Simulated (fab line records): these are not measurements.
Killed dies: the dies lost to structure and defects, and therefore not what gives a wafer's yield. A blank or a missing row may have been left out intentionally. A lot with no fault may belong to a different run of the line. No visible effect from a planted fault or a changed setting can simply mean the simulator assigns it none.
Chamber matching || flow berkeleyCmos170 || 4 sister chambers for UCB170_ZERO_ETCH_06 on rieDiel-04
The step etches SiO2 in CHF3/CF4/Ar, time 11.75 s. 16 wafers are shown with their chamber, then 8 later ones without.

## EACH WAFER AND ITS CHAMBER
{"wafer": "L828.3", "chamber": 1, "drypumpMotorCurrentA (A)": 5.1, "throttleValvePct (%)": 9.48, "oesProductAu (a.u.)": 0.614}
{"wafer": "L828.4", "chamber": 0, "drypumpMotorCurrentA (A)": 5.1, "throttleValvePct (%)": 9.31, "oesProductAu (a.u.)": 0.624}
{"wafer": "L828.5", "chamber": 3, "drypumpMotorCurrentA (A)": 5.2, "throttleValvePct (%)": 9.17, "oesProductAu (a.u.)": 0.628}
{"wafer": "L829.2", "chamber": 3, "drypumpMotorCurrentA (A)": 5.2, "throttleValvePct (%)": 9.18, "oesProductAu (a.u.)": 0.636}
{"wafer": "L829.4", "chamber": 2, "drypumpMotorCurrentA (A)": 5.7, "throttleValvePct (%)": 9.38, "oesProductAu (a.u.)": 0.617}
{"wafer": "L829.5", "chamber": 2, "drypumpMotorCurrentA (A)": 5.7, "throttleValvePct (%)": 9.39, "oesProductAu (a.u.)": 0.608}
{"wafer": "L831.2", "chamber": 2, "drypumpMotorCurrentA (A)": 5.7, "throttleValvePct (%)": 9.37, "oesProductAu (a.u.)": 0.612}
{"wafer": "L831.4", "chamber": 0, "drypumpMotorCurrentA (A)": 5.0, "throttleValvePct (%)": 9.32, "oesProductAu (a.u.)": 0.631}
{"wafer": "L831.6", "chamber": 0, "drypumpMotorCurrentA (A)": 5.1, "throttleValvePct (%)": 9.32, "oesProductAu (a.u.)": 0.620}
{"wafer": "L832.2", "chamber": 2, "drypumpMotorCurrentA (A)": 5.7, "throttleValvePct (%)": 9.38, "oesProductAu (a.u.)": 0.616}
{"wafer": "L832.4", "chamber": 3, "drypumpMotorCurrentA (A)": 5.2, "throttleValvePct (%)": 9.19, "oesProductAu (a.u.)": 0.626}
{"wafer": "L832.5", "chamber": 1, "drypumpMotorCurrentA (A)": 5.1, "throttleValvePct (%)": 9.48, "oesProductAu (a.u.)": 0.611}
{"wafer": "L834.1", "chamber": 0, "drypumpMotorCurrentA (A)": 5.1, "throttleValvePct (%)": 9.31, "oesProductAu (a.u.)": 0.622}
{"wafer": "L834.3", "chamber": 3, "drypumpMotorCurrentA (A)": 5.2, "throttleValvePct (%)": 9.17, "oesProductAu (a.u.)": 0.634}
{"wafer": "L834.4", "chamber": 2, "drypumpMotorCurrentA (A)": 5.7, "throttleValvePct (%)": 9.39, "oesProductAu (a.u.)": 0.609}
{"wafer": "L840.2", "chamber": 0, "drypumpMotorCurrentA (A)": 5.1, "throttleValvePct (%)": 9.32, "oesProductAu (a.u.)": 0.618}

SIGNATURES (averages over the wafers above)
{"reading": "drypumpMotorCurrentA", "chamber 0": 5.080, "chamber 1": 5.100, "chamber 2": 5.700, "chamber 3": 5.200, "scatter within a chamber": 0.0258}
{"reading": "throttleValvePct", "chamber 0": 9.3160, "chamber 1": 9.4800, "chamber 2": 9.3820, "chamber 3": 9.1775, "scatter within a chamber": 0.0075}
{"reading": "oesProductAu", "chamber 0": 0.62300, "chamber 1": 0.61250, "chamber 2": 0.61240, "chamber 3": 0.63100, "scatter within a chamber": 0.00445}
Rule: for each reading, subtract the chamber's mean from the wafer's reading, divide by that reading's scatter and square the result; add these up over the readings and take the root, which gives the wafer's distance from the chamber. If the next closest chamber is less than 2 further off than the closest, the wafer can't be placed; otherwise it belongs to the closest. The scatter: the root of (the sum of the squares of (reading less its chamber's mean) over the shown wafers, divided by (wafers less chambers)).

## WAFERS WITHOUT THEIR CHAMBER
{"wafer": "L840.3", "drypumpMotorCurrentA (A)": 5.1, "throttleValvePct (%)": 9.49, "oesProductAu (a.u.)": 0.619}
{"wafer": "L840.6", "drypumpMotorCurrentA (A)": 5.1, "throttleValvePct (%)": 9.31, "oesProductAu (a.u.)": 0.622}
{"wafer": "L842.3", "drypumpMotorCurrentA (A)": 5.1, "throttleValvePct (%)": 9.32, "oesProductAu (a.u.)": 0.626}
{"wafer": "L842.4", "drypumpMotorCurrentA (A)": 5.0, "throttleValvePct (%)": 9.32, "oesProductAu (a.u.)": 0.627}
{"wafer": "L842.5", "drypumpMotorCurrentA (A)": 5.2, "throttleValvePct (%)": 9.19, "oesProductAu (a.u.)": 0.618}
{"wafer": "L845.2", "drypumpMotorCurrentA (A)": 5.7, "throttleValvePct (%)": 9.38, "oesProductAu (a.u.)": 0.609}
{"wafer": "L845.4", "drypumpMotorCurrentA (A)": 5.7, "throttleValvePct (%)": 9.39, "oesProductAu (a.u.)": 0.612}
{"wafer": "L845.5", "drypumpMotorCurrentA (A)": 5.2, "throttleValvePct (%)": 9.18, "oesProductAu (a.u.)": 0.636}

## CHAMBER TAKEN BY EACH
{"wafer": "L840.3", "from the rows above": 1, "in truth": 1}
{"wafer": "L840.6", "from the rows above": 0, "in truth": 0}
{"wafer": "L842.3", "from the rows above": 0, "in truth": 0}
{"wafer": "L842.4", "from the rows above": 0, "in truth": 0}
{"wafer": "L842.5", "from the rows above": 3, "in truth": 3}
{"wafer": "L845.2", "from the rows above": 2, "in truth": 2}
{"wafer": "L845.4", "from the rows above": 2, "in truth": 2}
{"wafer": "L845.5", "from the rows above": 3, "in truth": 3}
Correct placement for 8 of the 8. Number that these rows cannot place: 0. Wrongly placed: 0.
